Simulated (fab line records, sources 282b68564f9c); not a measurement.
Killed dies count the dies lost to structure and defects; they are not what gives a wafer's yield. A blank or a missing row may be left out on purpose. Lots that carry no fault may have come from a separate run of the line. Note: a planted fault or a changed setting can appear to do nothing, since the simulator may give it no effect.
Lot-split experiment	flow rit_cmos	23 wafers read from 5 lots, route of 202 steps

## ON THE SPLIT
At RIT_M1_SPUTTER_00 (material Al, target thk 400 nm, time 500 s), the setting time_s was moved away from the recipe's 500 s on 10 of the 23 wafers read, by -13.4% to +12.3%. The other wafers ran this setting at the recipe's value.

## FROM THE SPLIT TO THE READING: what the file shows between them, 7 steps
- RIT_M1_RS_MEAS_01: measures by four-point-probe
- RIT_M1_THK_MEAS_02: measures by xrf
- RIT_M1_EXPOSE_06: exposes mask M12, target cd 2600 nm (also split here: dose_mj)
- RIT_M1_PEB_07
- RIT_M1_DEVELOP_08: develop time 68 s
- RIT_M1_CD_MEAS_09: target cd 2600 nm
- RIT_M1_HARDBAKE_11: time 120 s

## THE READING
oes_product_au, in a.u., at RIT_M1_METAL_ETCH_12 (etches Al in Cl2/BCl3, stops on SiO2, time 165 s, target depth 600 nm). Typical for fault-free wafers on this fab line: 0.787 a.u., with standard deviation 0.0097 a.u.

wafer	tool, chamber at the split	time_s as run, s	against the recipe	oes_product_au, a.u.	against lot-mates on the recipe
L074.1	pvd_sputter-01, -	500	recipe	0.790	-
L074.2	pvd_sputter-01, -	500	recipe	0.772	-
L074.3	pvd_sputter-01, -	433.1	-13.4%	0.719	-0.067
L074.4	pvd_sputter-01, -	500	recipe	0.797	-
L074.5	pvd_sputter-01, -	433.1	-13.4%	0.729	-0.057
L075.1	pvd_sputter-03, -	500	recipe	0.795	-
L075.3	pvd_sputter-03, -	467	-6.6%	0.764	-0.029
L075.4	pvd_sputter-03, -	467	-6.6%	0.757	-0.036
L075.5	pvd_sputter-03, -	500	recipe	0.790	-
L075.6	pvd_sputter-03, -	500	recipe	0.794	-
L076.1	pvd_sputter-01, -	500	recipe	0.778	-
L076.3	pvd_sputter-01, -	500	recipe	0.788	-
L076.5	pvd_sputter-01, -	500	recipe	0.799	-
L082.1	pvd_sputter-01, -	450.6	-9.9%	0.744	-0.037
L082.3	pvd_sputter-01, -	500	recipe	0.782	-
L082.4	pvd_sputter-01, -	450.6	-9.9%	0.740	-0.041
L082.5	pvd_sputter-01, -	450.6	-9.9%	0.741	-0.040
L082.6	pvd_sputter-01, -	500	recipe	0.780	-
L084.2	pvd_sputter-01, -	500	recipe	0.799	-
L084.3	pvd_sputter-01, -	561.3	+12.3%	0.840	+0.039
L084.4	pvd_sputter-01, -	500	recipe	0.803	-
L084.5	pvd_sputter-01, -	561.3	+12.3%	0.833	+0.032
L084.6	pvd_sputter-01, -	561.3	+12.3%	0.853	+0.052

FIT RESULTS
A straight line over all 23 wafers: oes_product_au changes by +0.00459 a.u. for each +1% of time_s; r = +0.97; the points scatter about the line by 0.0082 a.u.
The same after taking each lot's own level away (the mean of its wafers on the recipe; 23 wafers): +0.00395 a.u. for each +1%; r = +0.97; scatter 0.0074 a.u.
The reading moves by 0.053 a.u. for the largest change in time_s, on that fit.
Measured against the standard deviation above, the lots' own levels, which go from 0.7810 to 0.8010 a.u., span 2.1 times it.
In other words, the slope is changed by the lot-to-lot level; the two fits disagree.
Check: for one of the wafers moved furthest among these (-13.4%), held out of the fit, the line's prediction against its lot-mates is -0.0527 a.u. It came out at -0.0673 a.u. against them.

## THESE WAFERS: OTHER SPLITS
Other splits were also applied to these wafers ahead of the reading. Each is held against what the fit with the lots' levels taken away leaves over:
other split on the same wafers	wafers away from the commonest value	r with oes_product_au (lot level and that fit taken away)
RIT_SDANNEAL_CLEAN_01 time_s	15	-0.09
RIT_M1_EXPOSE_06 dose_mj	6	-0.06

## THE WHOLE CHAIN: every reading that the file lists as answering this split, in the file's order
step	what it does	reading	change (the file's fit)	r (the file's)
RIT_M1_SPUTTER_00	material Al, target thk 400 nm, time 500 s	Al_of_M1_SPUTTER_00.thk_nm (the simulator's own value, which no gauge read)	+3.66 nm for each +1% of the setting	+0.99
RIT_M1_RS_MEAS_01	measures by four-point-probe	M1_AL_RS	-0.000714 for each +1% of the setting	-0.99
RIT_M1_THK_MEAS_02	measures by xrf	M1_AL_THK	+3.67 for each +1% of the setting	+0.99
RIT_M1_METAL_ETCH_12	etches Al in Cl2/BCl3, stops on SiO2, time 165 s, target depth 600 nm	oes_product_au	+0.00411 a.u. for each +1% of the setting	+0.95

## FILE'S OWN FIT
oes_product_au changes by +0.00411 a.u. for each +1% of time_s, r = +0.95.
